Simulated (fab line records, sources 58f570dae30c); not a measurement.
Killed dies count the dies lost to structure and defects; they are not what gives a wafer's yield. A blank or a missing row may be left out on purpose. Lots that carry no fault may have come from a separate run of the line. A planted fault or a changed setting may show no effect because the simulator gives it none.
Matching of chambers || flow berkeley cmos170 || 4 sister chambers for UCB170_SPACER_ETCHBACK_03 on rie diel-01
The step etches SiO2 in CHF3/CF4/Ar, stops on Si, target depth 376 nm, time 100 s. 8 wafers are shown with their chamber, then 10 later ones without.

== WAFERS PAIRED WITH THEIR CHAMBERS ==
{"wafer": "L654.4", "chamber": 3, "drypump motor current A (A)": 6.5, "throttle valve pct (%)": 6.54}
{"wafer": "L659.4", "chamber": 1, "drypump motor current A (A)": 5.3, "throttle valve pct (%)": 6.47}
{"wafer": "L659.5", "chamber": 0, "drypump motor current A (A)": 6.0, "throttle valve pct (%)": 6.38}
{"wafer": "L662.2", "chamber": 2, "drypump motor current A (A)": 5.8, "throttle valve pct (%)": 6.57}
{"wafer": "L662.4", "chamber": 0, "drypump motor current A (A)": 6.0, "throttle valve pct (%)": 6.40}
{"wafer": "L662.5", "chamber": 2, "drypump motor current A (A)": 5.8, "throttle valve pct (%)": 6.57}
{"wafer": "L668.1", "chamber": 1, "drypump motor current A (A)": 5.3, "throttle valve pct (%)": 6.47}
{"wafer": "L668.2", "chamber": 3, "drypump motor current A (A)": 6.4, "throttle valve pct (%)": 6.53}

== WAFERS WITH NO CHAMBER GIVEN ==
{"wafer": "L668.3", "drypump motor current A (A)": 6.0, "throttle valve pct (%)": 6.38}
{"wafer": "L667.3", "drypump motor current A (A)": 5.3, "throttle valve pct (%)": 6.47}
{"wafer": "L667.5", "drypump motor current A (A)": 5.8, "throttle valve pct (%)": 6.59}
{"wafer": "L667.6", "drypump motor current A (A)": 5.3, "throttle valve pct (%)": 6.48}
{"wafer": "L669.3", "drypump motor current A (A)": 6.0, "throttle valve pct (%)": 6.38}
{"wafer": "L669.4", "drypump motor current A (A)": 5.3, "throttle valve pct (%)": 6.49}
{"wafer": "L669.6", "drypump motor current A (A)": 5.8, "throttle valve pct (%)": 6.58}
{"wafer": "L674.1", "drypump motor current A (A)": 6.5, "throttle valve pct (%)": 6.54}
{"wafer": "L674.4", "drypump motor current A (A)": 5.3, "throttle valve pct (%)": 6.48}
{"wafer": "L674.6", "drypump motor current A (A)": 6.5, "throttle valve pct (%)": 6.53}

== WHICH CHAMBER EACH WENT THROUGH ==
{"wafer": "L668.3", "from the rows above": 0, "in truth": 0}
{"wafer": "L667.3", "from the rows above": 1, "in truth": 1}
{"wafer": "L667.5", "from the rows above": 2, "in truth": 2}
{"wafer": "L667.6", "from the rows above": 1, "in truth": 1}
{"wafer": "L669.3", "from the rows above": 0, "in truth": 0}
{"wafer": "L669.4", "from the rows above": 1, "in truth": 1}
{"wafer": "L669.6", "from the rows above": 2, "in truth": 2}
{"wafer": "L674.1", "from the rows above": 3, "in truth": 3}
{"wafer": "L674.4", "from the rows above": 1, "in truth": 1}
{"wafer": "L674.6", "from the rows above": 3, "in truth": 3}
Correctly placed: 10 of 10. Can't be placed from these rows: 0. Wrongly placed: 0.
How it was worked out, from the rows above alone: a wafer's distance from a chamber is the root of the sum, over the readings, of the square of ((its reading less the chamber's mean) divided by the reading's scatter). If the next closest chamber is less than 2 further off than the closest, the wafer can't be placed; otherwise it belongs to the closest. For every chamber, the mean is computed from those of its wafers that are shown. The scatter is the square root of a quotient: the sum, over the shown wafers, of each reading's squared deviation from its chamber's mean, divided by wafers minus chambers.
